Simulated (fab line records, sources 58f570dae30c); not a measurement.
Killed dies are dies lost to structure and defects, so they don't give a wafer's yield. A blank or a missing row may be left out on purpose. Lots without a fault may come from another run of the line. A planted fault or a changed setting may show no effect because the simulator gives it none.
Split-lot experiment | flow berkeley_cmos170 | 5 lots, 23 wafers read, on a route of 331 steps

THE SPLIT
At UCB170_V2_COAT_07 (resist thk 900 nm), the setting resist_thk_nm was moved away from the recipe's 900 nm on 5 of the 23 wafers read, by +4.7% to +5.2%. The other wafers ran this setting at the recipe's value.

FROM THE SPLIT TO THE READING: what the file shows between them, 3 steps
- UCB170_V2_SOFTBAKE_08: time 60 s (also split here: time_s)
- UCB170_V2_EXPOSE_09: exposes mask VIA2, target cd 700 nm
- UCB170_V2_PEB_10

THE READING
KrF_of_V2_COAT_07.thk_nm (the simulator's own value, which no gauge read), in nm, at UCB170_V2_ETCH_14 (etches SiO2 in CHF3/CF4/Ar, stops on Al, target depth 1250 nm, time 291 s). The file gives no usual value for it. The 18 wafers here that ran the recipe average 618.6 nm, standard deviation 3.4 nm.

wafer  | tool, chamber at the split | resist_thk_nm as run, nm | against the recipe | KrF_of_V2_COAT_07.thk_nm, nm | against lot-mates on the recipe
L076.1 | litho_track-01, 0          | 900                      | recipe             | 612.6                        | -
L076.2 | litho_track-01, 0          | 900                      | recipe             | 617.6                        | -
L076.3 | litho_track-01, 0          | 947.2                    | +5.2%              | 658                          | +42.9
L076.4 | litho_track-01, 0          | 947.2                    | +5.2%              | 664.8                        | +49.7
L076.5 | litho_track-01, 0          | 947.2                    | +5.2%              | 662.8                        | +47.7
L077.2 | litho_track-03, 0          | 942.3                    | +4.7%              | 661.6                        | +39.9
L077.3 | litho_track-03, 0          | 900                      | recipe             | 619.1                        | -
L077.4 | litho_track-03, 0          | 900                      | recipe             | 621                          | -
L077.5 | litho_track-03, 0          | 900                      | recipe             | 625                          | -
L077.6 | litho_track-03, 0          | 942.3                    | +4.7%              | 658.3                        | +36.6
L078.2 | litho_track-03, 0          | 900                      | recipe             | 624.4                        | -
L078.3 | litho_track-03, 0          | 900                      | recipe             | 616.8                        | -
L078.4 | litho_track-03, 0          | 900                      | recipe             | 619.3                        | -
L078.5 | litho_track-03, 0          | 900                      | recipe             | 623.1                        | -
L078.6 | litho_track-03, 0          | 900                      | recipe             | 617.1                        | -
L081.2 | litho_track-03, 0          | 900                      | recipe             | 616.7                        | -
L081.3 | litho_track-03, 0          | 900                      | recipe             | 618.4                        | -
L081.6 | litho_track-03, 0          | 900                      | recipe             | 613.9                        | -
L080.1 | litho_track-01, 0          | 900                      | recipe             | 620.3                        | -
L080.2 | litho_track-01, 0          | 900                      | recipe             | 618.9                        | -
L080.3 | litho_track-01, 0          | 900                      | recipe             | 612.6                        | -
L080.4 | litho_track-01, 0          | 900                      | recipe             | 619.6                        | -
L080.6 | litho_track-01, 0          | 900                      | recipe             | 618.5                        | -

THE FIT
A straight line over all 23 wafers: KrF_of_V2_COAT_07.thk_nm changes by +8.44 nm for each +1% of resist_thk_nm; r = +0.98; the points scatter about the line by 3.4 nm.
The same after taking each lot's own level away (the mean of its wafers on the recipe; 23 wafers): +8.65 nm for each +1%; r = +0.99; scatter 2.9 nm.
On that fit, the largest move of resist_thk_nm shifts the reading by 45 nm.
The lots' own levels span 615.10 to 621.70 nm, that is 1.9 times the standard deviation above.
So the lot-to-lot level changes the slope little: the two slopes agree.
Check: with one of the wafers moved furthest among these (+5.2%) left out of the fit, the line predicts +46 nm for it against its lot-mates. It came out at +42.9 nm against them.

OTHER SPLITS ON THESE WAFERS
These wafers also went through other splits before the reading. Each is held against what the fit with the lots' levels taken away leaves over:
other split on the same wafers  | wafers away from the commonest value | r with KrF_of_V2_COAT_07.thk_nm (lot level and that fit taken away)
UCB170_NSD_EXPOSE_03 dose_mj    | 5                                    | -0.11
UCB170_M1_COAT_04 resist_thk_nm | 8                                    | -0.48
UCB170_V1_EXPOSE_09 dose_mj     | 7                                    | +0.24
UCB170_M2_SPUTTER_01 time_s     | 9                                    | -0.11
UCB170_V2_SOFTBAKE_08 time_s    | 2                                    | -0.02

THE WHOLE CHAIN: every reading that the file lists as answering this split, in the file's order
step               | what it does                                                              | reading                                                                   | change (the file's fit)              | r (the file's)
UCB170_V2_COAT_07  | resist thk 900 nm                                                         | KrF_of_V2_COAT_07.thk_nm (the simulator's own value, which no gauge read) | +8.72 nm for each +1% of the setting | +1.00
UCB170_V2_ETCH_14  | etches SiO2 in CHF3/CF4/Ar, stops on Al, target depth 1250 nm, time 291 s | KrF_of_V2_COAT_07.thk_nm (the simulator's own value, which no gauge read) | +8.56 nm for each +1% of the setting | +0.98
UCB170_V2_STRIP_15 | strips in O2                                                              | strip_time_to_endpoint_s                                                  | withheld for each +1% of the setting | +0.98

THE FILE'S OWN FIT
KrF_of_V2_COAT_07.thk_nm changes by +8.56 nm for each +1% of resist_thk_nm, r = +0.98.
